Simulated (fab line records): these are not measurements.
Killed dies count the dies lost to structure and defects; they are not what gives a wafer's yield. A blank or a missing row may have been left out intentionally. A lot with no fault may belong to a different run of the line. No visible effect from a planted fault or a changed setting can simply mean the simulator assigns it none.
Comparing a struck lot with a sound one || flow berkeley cmos170 || 14 steps out of a route of 331
Sound: these wafers, L899.1, L899.2, L899.6. Wafers struck: L908.2, L908.3, L908.4. Last of all comes the cause.
For every step that has rows: the tool of each side, followed by ch and its chambers, followed by its first start. Under that, the readings that differ: sound wafers || struck wafers || difference of the means || sigmas: that difference in standard deviations of wafers without a fault.
alike: words and numbers the same on both sides, and readings whose means are apart by under 2 such deviations; not compared: readings that were withheld, readings missing a value for some wafer, numbers with overlapping values and no deviation given by the record, and bounds like >300 which may hide the same value.
Wherever a step has rows on one side only, a row that says differs or no value, or a row with sigmas, the two part there. Numbers that have no deviation but don't overlap get no sigmas and don't part them. A reading that every wafer of one side lacks parts them only if that side has two wafers or more.

first, 2 steps without rows for these wafers: UCB170_ACTIVE_PEB_11; UCB170_ACTIVE_DEVELOP_12 (develop time 45 s).
UCB170_ACTIVE_CD_MEAS_13: target cd 1200 nm.
  sound: cd sem-02 at day 5 23:59; struck: cd sem-02 at day 8 00:38
  alike: cd nm
UCB170_ACTIVE_OVL_MEAS_14:
  sound: overlay-01 at day 6 00:07; struck: overlay-02 at day 8 00:44
  alike: ACTIVE_OVL
UCB170_ACTIVE_ETCH_15: etches Si3N4 in CH3F/Ar/O2, stops on SiO2, target depth 242 nm, time 151 s.
  sound on rie diel-02 ch 1,3, day 6 00:09; struck on rie diel-04 ch 1,2,3, day 8 00:46
{"reading": "oes product au (a.u.)", "sound": "0.928 0.914 0.917", "struck": "0.940 0.959 0.954", "difference": "+0.031", "sigmas": "+2"}
  alike: drypump motor current A, throttle valve pct
  not compared: rf hours counter h
UCB170_ACTIVE_STRIP_16: strips in O2.
  sound on plasma asher-01 ch 0,1, day 6 00:15; struck on plasma asher-03 ch 0,1, day 8 00:52
  alike: drypump motor current A, oes product au, strip time to endpoint s
  not compared: rf hours counter h
UCB170_ACTIVE_CD_MEAS_90: target cd 1200 nm.
  sound: cd sem-02 at day 6 00:21; struck: cd sem-01 at day 8 01:00
  alike: cd nm
then, 5 steps without rows for these wafers: UCB170_ACTIVE_CLEAN_17 (cleans in SPM, time 600 s); UCB170_PFIELD_HMDS_00 (prime time 60 s); UCB170_PFIELD_COAT_01 (resist thk 900 nm); UCB170_PFIELD_SOFTBAKE_02 (time 60 s); UCB170_PFIELD_EXPOSE_03 (exposes mask PFIELD, target cd 1500 nm).
UCB170_PFIELD_PEB_04:
  struck on litho track-03, day 8 02:41; sound on litho track-03 ch 0, day 6 01:14
  no value came back on the struck wafers for chill plate temp C (C), exhaust pa (Pa); on the sound wafers chill plate temp C (C) reads 23.07 23.04 23.08
then, 1 step without rows for these wafers: UCB170_PFIELD_DEVELOP_05 (develop time 45 s).

## WHERE THEY PART
At UCB170_ACTIVE_ETCH_15 first; at UCB170_PFIELD_PEB_04 last (within this record only).

WHY: whatever the simulator had introduced
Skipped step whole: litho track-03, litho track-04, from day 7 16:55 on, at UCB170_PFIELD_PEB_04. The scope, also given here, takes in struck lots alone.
